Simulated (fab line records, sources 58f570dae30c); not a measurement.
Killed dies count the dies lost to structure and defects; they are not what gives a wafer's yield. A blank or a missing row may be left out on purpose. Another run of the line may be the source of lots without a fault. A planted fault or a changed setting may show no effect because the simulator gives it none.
The tool behind it: which one? || flow berkeley cmos170 || 14 lots with 42 wafers sampled at 3 steps, on a route of 331 steps

## WHAT EACH GAUGE READ, for each wafer
UCB170_SDANNEAL_RS_MEAS_03: measures by four-point-probe.
{"lot": "L738", "measured": "day 7 01:01", "on": "film metro-04", "NSD_RS (ohm/sq)": "37.80 37.82 37.84"}
{"lot": "L737", "measured": "day 7 01:19", "on": "film metro-01", "NSD_RS (ohm/sq)": "37.77 37.68 37.73"}
{"lot": "L740", "measured": "day 7 14:23", "on": "film metro-04", "NSD_RS (ohm/sq)": "37.80 37.85 37.86"}
{"lot": "L741", "measured": "day 7 21:20", "on": "film metro-01", "NSD_RS (ohm/sq)": "37.55 37.59 37.63"}
{"lot": "L742", "measured": "day 7 21:40", "on": "film metro-02", "NSD_RS (ohm/sq)": "37.70 37.61 37.64"}
{"lot": "L743", "measured": "day 8 06:16", "on": "film metro-01", "NSD_RS (ohm/sq)": "37.61 37.58 37.63"}
{"lot": "L745", "measured": "day 8 13:39", "on": "film metro-01", "NSD_RS (ohm/sq)": "37.52 37.74 37.63"}
{"lot": "L747", "measured": "day 9 04:19", "on": "film metro-01", "NSD_RS (ohm/sq)": "37.55 37.58 37.66"}
{"lot": "L750", "measured": "day 9 12:58", "on": "film metro-01", "NSD_RS (ohm/sq)": "37.62 37.60 37.62"}
{"lot": "L749", "measured": "day 9 13:02", "on": "film metro-02", "NSD_RS (ohm/sq)": "37.70 37.73 37.70"}
{"lot": "L751", "measured": "day 9 13:05", "on": "film metro-04", "NSD_RS (ohm/sq)": "37.74 37.85 37.68"}
{"lot": "L757", "measured": "day 10 13:13", "on": "film metro-02", "NSD_RS (ohm/sq)": "37.47 37.48 37.59"}
{"lot": "L759", "measured": "day 11 07:10", "on": "film metro-01", "NSD_RS (ohm/sq)": "37.63 37.75 37.69"}
{"lot": "L760", "measured": "day 11 10:26", "on": "film metro-01", "NSD_RS (ohm/sq)": "37.63 37.64 37.53"}

UCB170_M1_THK_MEAS_02: measures by xrf.
{"lot": "L738", "measured": "day 7 07:47", "on": "film metro-04", "M1_AL_THK (nm)": "642 636 635"}
{"lot": "L737", "measured": "day 7 08:19", "on": "film metro-01", "M1_AL_THK (nm)": "636 640 631"}
{"lot": "L740", "measured": "day 7 20:39", "on": "film metro-04", "M1_AL_THK (nm)": "637 632 645"}
{"lot": "L741", "measured": "day 8 03:47", "on": "film metro-04", "M1_AL_THK (nm)": "642 642 638"}
{"lot": "L742", "measured": "day 8 02:56", "on": "film metro-02", "M1_AL_THK (nm)": "637 646 636"}
{"lot": "L743", "measured": "day 8 14:21", "on": "film metro-01", "M1_AL_THK (nm)": "626 628 620"}
{"lot": "L745", "measured": "day 8 23:01", "on": "film metro-04", "M1_AL_THK (nm)": "630 642 625"}
{"lot": "L747", "measured": "day 9 10:31", "on": "film metro-01", "M1_AL_THK (nm)": "633 637 639"}
{"lot": "L750", "measured": "day 9 20:11", "on": "film metro-04", "M1_AL_THK (nm)": "634 630 643"}
{"lot": "L749", "measured": "day 9 20:39", "on": "film metro-01", "M1_AL_THK (nm)": "636 631 637"}
{"lot": "L751", "measured": "day 9 20:26", "on": "film metro-02", "M1_AL_THK (nm)": "643 640 638"}
{"lot": "L757", "measured": "day 10 21:44", "on": "film metro-02", "M1_AL_THK (nm)": "636 642 628"}
{"lot": "L759", "measured": "day 11 12:35", "on": "film metro-01", "M1_AL_THK (nm)": "626 635 640"}
{"lot": "L760", "measured": "day 11 17:03", "on": "film metro-02", "M1_AL_THK (nm)": "630 632 633"}

## EACH LOT AND THE TOOL THAT RAN IT (in order: tool; ch and the chambers of the sampled wafers; start)
{"lot": "L738", "UCB170_CONTACT_STRIP_19": "plasma asher-04 ch 0,1, day 7 07:12"}
{"lot": "L737", "UCB170_CONTACT_STRIP_19": "plasma asher-01 ch 0,1, day 7 07:43"}
{"lot": "L740", "UCB170_CONTACT_STRIP_19": "plasma asher-01 ch 0,1, day 7 20:04"}
{"lot": "L741", "UCB170_CONTACT_STRIP_19": "plasma asher-04 ch 0,1, day 8 03:13"}
{"lot": "L742", "UCB170_CONTACT_STRIP_19": "plasma asher-04 ch 0,1, day 8 02:22"}
{"lot": "L743", "UCB170_CONTACT_STRIP_19": "plasma asher-01 ch 0,1, day 8 13:33"}
{"lot": "L745", "UCB170_CONTACT_STRIP_19": "plasma asher-04 ch 0,1, day 8 22:25"}
{"lot": "L747", "UCB170_CONTACT_STRIP_19": "plasma asher-04 ch 0,1, day 9 09:56"}
{"lot": "L750", "UCB170_CONTACT_STRIP_19": "plasma asher-04 ch 1, day 9 19:37"}
{"lot": "L749", "UCB170_CONTACT_STRIP_19": "plasma asher-04 ch 0,1, day 9 20:04"}
{"lot": "L751", "UCB170_CONTACT_STRIP_19": "plasma asher-01 ch 0,1, day 9 19:47"}
{"lot": "L757", "UCB170_CONTACT_STRIP_19": "plasma asher-01 ch 0,1, day 10 21:11"}
{"lot": "L759", "UCB170_CONTACT_STRIP_19": "plasma asher-03 ch 0,1, day 11 11:55"}
{"lot": "L760", "UCB170_CONTACT_STRIP_19": "plasma asher-04 ch 0,1, day 11 16:28"}
- UCB170_CONTACT_STRIP_19: strips in O2.

## WHAT THE TOOLS THEMSELVES READ (means of the sampled wafers that have a number; where no wafer has one, the mark that the record gives instead)
UCB170_CONTACT_STRIP_19.
{"lot": "L738", "tool": "plasma asher-04", "drypump motor current A (A)": 5.89, "oes product au (a.u.)": 0.727}
{"lot": "L737", "tool": "plasma asher-01", "drypump motor current A (A)": 5.99, "oes product au (a.u.)": 0.724}
{"lot": "L740", "tool": "plasma asher-01", "drypump motor current A (A)": 5.83, "oes product au (a.u.)": 0.723}
{"lot": "L741", "tool": "plasma asher-04", "drypump motor current A (A)": 6.13, "oes product au (a.u.)": 0.725}
{"lot": "L742", "tool": "plasma asher-04", "drypump motor current A (A)": 5.90, "oes product au (a.u.)": 0.720}
{"lot": "L743", "tool": "plasma asher-01", "drypump motor current A (A)": 5.82, "oes product au (a.u.)": 0.727}
{"lot": "L745", "tool": "plasma asher-04", "drypump motor current A (A)": 6.10, "oes product au (a.u.)": 0.721}
{"lot": "L747", "tool": "plasma asher-04", "drypump motor current A (A)": 5.90, "oes product au (a.u.)": 0.728}
{"lot": "L750", "tool": "plasma asher-04", "drypump motor current A (A)": 6.35, "oes product au (a.u.)": 0.723}
{"lot": "L749", "tool": "plasma asher-04", "drypump motor current A (A)": 5.89, "oes product au (a.u.)": 0.727}
{"lot": "L751", "tool": "plasma asher-01", "drypump motor current A (A)": 5.84, "oes product au (a.u.)": 0.725}
{"lot": "L757", "tool": "plasma asher-01", "drypump motor current A (A)": 5.83, "oes product au (a.u.)": 0.726}
{"lot": "L759", "tool": "plasma asher-03", "drypump motor current A (A)": 5.90, "oes product au (a.u.)": 0.722}
{"lot": "L760", "tool": "plasma asher-04", "drypump motor current A (A)": 5.89, "oes product au (a.u.)": 0.727}

## THE ANSWER, worked out from the rows above alone
Rule: the lots themselves supply what counts as usual. Put in order of their means at a reading, lots are off if they are a third of the lots or fewer, leave a main group of 4 or more, and stand apart from it by a gap of 3 or more times the standard deviation of the main group's means; of several such gaps the widest counts. A main group whose means are all the same, to the digits that the tables above print for the reading, isn't used. A lot without any number at a reading at which 4 lots or more have one is off too. Any other lot the step has rows for is counted as sound. Order of review: gauges by route order, followed by the tools' own readings, for which a lot's mean as printed above is used. At the first step where some lot is off, the reading lying furthest off is the one used; lots without a number count as furthest.
None of the lots is off at any reading shown; this tells nothing.

## WHAT THE SIMULATOR HAD PUT IN
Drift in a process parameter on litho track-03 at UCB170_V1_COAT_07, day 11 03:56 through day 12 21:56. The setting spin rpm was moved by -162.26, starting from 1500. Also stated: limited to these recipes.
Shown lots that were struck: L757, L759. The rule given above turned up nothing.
